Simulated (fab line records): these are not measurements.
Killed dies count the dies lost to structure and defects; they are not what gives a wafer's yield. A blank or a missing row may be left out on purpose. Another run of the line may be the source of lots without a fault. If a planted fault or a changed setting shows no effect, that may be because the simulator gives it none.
Check of tool commonality :: flow ritCmos :: Sample size 15 lots and 45 wafers

== THE REASON FOR OPENING IT ==
At RIT_SDANNEAL_RS_MEAS_07 the reading NLDD_RS is flagged on 3 of 15 lots. Wafers without a fault read 151.6 ohm/sq, standard deviation 0.67.
Rule: a lot is flagged in two cases, either no wafer of it has a number, or all its wafers with numbers fall more than 4 standard deviations from that mean. As for the other lots, they are considered sound.

lot: L909
measured: day 3 04:16
on: filmMetro-01
NLDD_RS (ohm/sq), wafer by wafer: 151.8 152.2 152.2
flag: 

lot: L910
measured: day 3 07:04
on: filmMetro-01
NLDD_RS (ohm/sq), wafer by wafer: 151.8 151.7 151.0
flag: 

lot: L911
measured: day 3 12:42
on: filmMetro-02
NLDD_RS (ohm/sq), wafer by wafer: 152.1 152.4 152.1
flag: 

lot: L912
measured: day 3 18:46
on: filmMetro-03
NLDD_RS (ohm/sq), wafer by wafer: 150.8 151.3 151.6
flag: 

lot: L913
measured: day 3 22:02
on: filmMetro-02
NLDD_RS (ohm/sq), wafer by wafer: 151.2 152.1 151.8
flag: 

lot: L914
measured: day 4 05:16
on: filmMetro-02
NLDD_RS (ohm/sq), wafer by wafer: 157.6 158.7 157.5
flag: FLAGGED

lot: L915
measured: day 4 10:12
on: filmMetro-01
NLDD_RS (ohm/sq), wafer by wafer: 157.7 157.3 157.7
flag: FLAGGED

lot: L916
measured: day 4 15:36
on: filmMetro-01
NLDD_RS (ohm/sq), wafer by wafer: 157.8 158.0 157.5
flag: FLAGGED

lot: L922
measured: day 5 19:56
on: filmMetro-01
NLDD_RS (ohm/sq), wafer by wafer: 152.2 152.3 152.7
flag: 

lot: L923
measured: day 6 00:35
on: filmMetro-02
NLDD_RS (ohm/sq), wafer by wafer: 151.1 151.4 151.2
flag: 

lot: L924
measured: day 6 06:56
on: filmMetro-03
NLDD_RS (ohm/sq), wafer by wafer: 153.1 153.5 153.5
flag: 

lot: L925
measured: day 6 12:16
on: filmMetro-03
NLDD_RS (ohm/sq), wafer by wafer: 150.0 150.8 150.3
flag: 

lot: L928
measured: day 7 04:52
on: filmMetro-03
NLDD_RS (ohm/sq), wafer by wafer: 151.1 150.7 150.6
flag: 

lot: L930
measured: day 7 11:16
on: filmMetro-01
NLDD_RS (ohm/sq), wafer by wafer: 152.1 151.3 152.4
flag: 

lot: L931
measured: day 7 16:35
on: filmMetro-03
NLDD_RS (ohm/sq), wafer by wafer: 150.8 152.1 151.4
flag: 
On average the flagged lots' numbers are 157.8 ohm/sq, which is +6.2 ohm/sq against the usual, or +9 standard deviations.

== EACH LOT AND THE TOOL IT RAN ON ==
The record keeps 1 process step preceding the reading, out of 202 steps on the route. In each cell: the tool, then ch and the chambers that the sampled wafers went through, then the start.
lot: L909
flag: 
RIT_NLDD_IMPLANT_08: implanter-03 ch 0, day 2 19:35

lot: L910
flag: 
RIT_NLDD_IMPLANT_08: implanter-04 ch 0, day 2 22:52

lot: L911
flag: 
RIT_NLDD_IMPLANT_08: implanter-03 ch 0, day 3 03:37

lot: L912
flag: 
RIT_NLDD_IMPLANT_08: implanter-01 ch 0, day 3 10:23

lot: L913
flag: 
RIT_NLDD_IMPLANT_08: implanter-04 ch 0, day 3 13:42

lot: L914
flag: FLAGGED
RIT_NLDD_IMPLANT_08: implanter-04 ch 0, day 3 20:22

lot: L915
flag: FLAGGED
RIT_NLDD_IMPLANT_08: implanter-04 ch 0, day 4 00:46

lot: L916
flag: FLAGGED
RIT_NLDD_IMPLANT_08: implanter-04 ch 0, day 4 04:59

lot: L922
flag: 
RIT_NLDD_IMPLANT_08: implanter-01 ch 0, day 5 11:53

lot: L923
flag: 
RIT_NLDD_IMPLANT_08: implanter-01 ch 0, day 5 16:23

lot: L924
flag: 
RIT_NLDD_IMPLANT_08: implanter-01 ch 0, day 5 22:23

lot: L925
flag: 
RIT_NLDD_IMPLANT_08: implanter-01 ch 0, day 6 04:02

lot: L928
flag: 
RIT_NLDD_IMPLANT_08: implanter-03 ch 0, day 6 20:49

lot: L930
flag: 
RIT_NLDD_IMPLANT_08: implanter-03 ch 0, day 7 03:14

lot: L931
flag: 
RIT_NLDD_IMPLANT_08: implanter-03 ch 0, day 7 08:33
What is done by these steps:
- RIT_NLDD_IMPLANT_08
- RIT_SDANNEAL_RS_MEAS_07: measures by four-point-probe.

== FLAGGED AGAINST TOTAL, ONE TOOL AT A TIME (gauges that did the reading follow at the end) ==
step: RIT_NLDD_IMPLANT_08
tool: implanter-01
lots run: 5
flagged: 0
share of the flagged lots: none
sound lots run after its first flagged lot: -

step: RIT_NLDD_IMPLANT_08
tool: implanter-03
lots run: 5
flagged: 0
share of the flagged lots: none
sound lots run after its first flagged lot: -

step: RIT_NLDD_IMPLANT_08
tool: implanter-04
lots run: 5
flagged: 3
share of the flagged lots: all
sound lots run after its first flagged lot: 0

step: RIT_SDANNEAL_RS_MEAS_07
tool: filmMetro-01
lots run: 6
flagged: 2
share of the flagged lots: some
sound lots run after its first flagged lot: 2 (L922,L930)

step: RIT_SDANNEAL_RS_MEAS_07
tool: filmMetro-02
lots run: 4
flagged: 1
share of the flagged lots: some
sound lots run after its first flagged lot: 1 (L923)

step: RIT_SDANNEAL_RS_MEAS_07
tool: filmMetro-03
lots run: 5
flagged: 0
share of the flagged lots: none
sound lots run after its first flagged lot: -

== WHAT IS ALLOWED BY THE TABLE ==
In the table, 1 row covers all flagged lots: implanter-04 at RIT_NLDD_IMPLANT_08.
- implanter-04 at RIT_NLDD_IMPLANT_08 ran 5 lots, 3 of them flagged. It ran its last sound lot, L913, at day 3 13:42 and its first flagged lot, L914, at day 3 20:22: a fault with its onset between the two fits. Its own readings lie more than 4 standard deviations out on every wafer of the flagged lots: doseIonsCm2.
One tool is left: implanter-04 at RIT_NLDD_IMPLANT_08.

== WHAT THE SIMULATOR HAD PUT IN ==
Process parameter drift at RIT_NLDD_IMPLANT_08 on implanter-04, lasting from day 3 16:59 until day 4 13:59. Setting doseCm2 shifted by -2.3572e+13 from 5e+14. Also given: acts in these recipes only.
Struck lots among those shown: L914, L915, L916. This agrees with what the rule above found.
